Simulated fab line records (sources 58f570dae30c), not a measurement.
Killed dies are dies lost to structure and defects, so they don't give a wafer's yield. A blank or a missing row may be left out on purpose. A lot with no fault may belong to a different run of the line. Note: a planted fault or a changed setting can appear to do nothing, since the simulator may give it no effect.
Which tool did it?    flow berkeley_cmos170    13 lots with 39 wafers sampled at 3 steps, on a route of 331 steps

## WHAT THE GAUGES READ, wafer by wafer
UCB170_SILICIDE_RS_MEAS_02: uses a four-point probe to measure.
lot   measured      on             SILICIDE_TI_RS (ohm/sq)
L299  day 7 16:07   film_metro-04  26.5 26.1 26.3
L302  day 8 06:28   film_metro-04  25.8 26.1 26.5
L300  day 8 06:57   film_metro-04  26.7 26.2 26.2
L301  day 8 07:14   film_metro-03  25.8 26.0 25.9
L303  day 8 20:29   film_metro-04  26.1 26.2 26.3
L304  day 8 20:48   film_metro-04  26.2 27.0 26.5
L305  day 9 08:05   film_metro-04  26.6 26.3 26.2
L309  day 9 23:31   film_metro-03  34.1 34.8 34.1
L313  day 11 04:35  film_metro-04  34.1 34.0 33.6
L318  day 12 03:19  film_metro-04  26.4 26.1 26.1
L319  day 12 16:27  film_metro-02  25.6 26.6 26.0
L322  day 13 05:52  film_metro-02  26.4 26.4 26.1
L321  day 13 06:34  film_metro-04  26.5 25.4 26.1

UCB170_SILICIDE_THK_MEAS_03: measures by xrf.
lot   measured      on             SILICIDE_TI_THK (nm)
L299  day 7 16:14   film_metro-04  30.6 31.0 30.6
L302  day 8 06:35   film_metro-04  31.3 31.0 30.8
L300  day 8 07:04   film_metro-04  30.6 30.8 31.0
L301  day 8 07:20   film_metro-03  31.1 31.1 31.1
L303  day 8 20:36   film_metro-04  31.0 31.1 30.9
L304  day 8 20:55   film_metro-04  30.9 30.1 30.5
L305  day 9 08:12   film_metro-04  30.5 30.8 30.9
L309  day 9 23:37   film_metro-03  24.5 24.1 24.6
L313  day 11 04:42  film_metro-04  24.6 24.7 25.0
L318  day 12 03:26  film_metro-04  30.7 30.9 30.8
L319  day 12 16:34  film_metro-02  31.0 30.2 30.7
L322  day 13 05:58  film_metro-02  30.3 30.3 30.8
L321  day 13 06:40  film_metro-04  30.6 31.5 31.0

## WHAT TOOL EACH LOT RAN ON (gives the tool, then ch and the chambers of the sampled wafers, and finally the start)
lot   UCB170_SILICIDE_SPUTTER_01
L299  pvd_sputter-03, day 7 16:05
L302  pvd_sputter-02, day 8 06:26
L300  pvd_sputter-01, day 8 06:55
L301  pvd_sputter-03, day 8 07:09
L303  pvd_sputter-01, day 8 20:27
L304  pvd_sputter-02, day 8 20:45
L305  pvd_sputter-01, day 9 08:02
L309  pvd_sputter-02, day 9 23:28
L313  pvd_sputter-02, day 11 04:33
L318  pvd_sputter-01, day 12 03:17
L319  pvd_sputter-03, day 12 16:25
L322  pvd_sputter-01, day 13 05:47
L321  pvd_sputter-03, day 13 06:31
- UCB170_SILICIDE_SPUTTER_01: material Ti, target thk 30 nm, time 25 s.

## AS READ BY THE TOOLS THEMSELVES (means over the sampled wafers that have a number; for cases with no such wafer, the mark the record gives instead)
UCB170_SILICIDE_SPUTTER_01.
lot   tool            throttle_valve_pct (%)
L299  pvd_sputter-03  29.2
L302  pvd_sputter-02  30.4
L300  pvd_sputter-01  28.7
L301  pvd_sputter-03  29.4
L303  pvd_sputter-01  27.6
L304  pvd_sputter-02  30.3
L305  pvd_sputter-01  28.6
L309  pvd_sputter-02  30.7
L313  pvd_sputter-02  30.4
L318  pvd_sputter-01  28.7
L319  pvd_sputter-03  29.1
L322  pvd_sputter-01  27.6
L321  pvd_sputter-03  29.3

## THE ANSWER, worked out from the rows above alone
Rule: what is usual is taken from the lots themselves. Put in order of their means at a reading, lots are off if they are a third of the lots or fewer, leave a main group of 4 or more, and stand apart from it by a gap of 3 or more times the standard deviation of the main group's means; of several such gaps the widest counts. A main group whose means are all the same, to the digits that the tables above print for the reading, isn't used. Also off: a lot with no number at a reading for which 4 or more lots have one. All remaining lots with rows at the step are treated as sound. Order of review: gauges by route order, followed by the tools' own readings, for which a lot's mean as printed above is used. At the first step where some lot is off, the reading lying furthest off is the one used; lots without a number count as furthest.
Off: L309, L313, at UCB170_SILICIDE_RS_MEAS_02 (SILICIDE_TI_RS). The main group has a mean of 26.2 ohm/sq with a standard deviation of 0.18.
A tool fits if, at a process step before that reading, it ran every lot that is off, and no sound lot after the first of them. Those tools and the gauges at UCB170_SILICIDE_RS_MEAS_02 are tried in the same way. One fits: UCB170_SILICIDE_SPUTTER_01 on pvd_sputter-02. Its last sound lot is L304 (day 8 20:45), its first lot that is off L309 (day 9 23:28): a fault that began between those two fits.

## WHAT HAD BEEN PUT IN BY THE SIMULATOR
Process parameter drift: pvd_sputter-02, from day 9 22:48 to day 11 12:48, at UCB170_SILICIDE_SPUTTER_01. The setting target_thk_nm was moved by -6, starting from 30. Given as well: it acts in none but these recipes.
Struck lots among those shown: L309, L313. Same finding as the rule above.
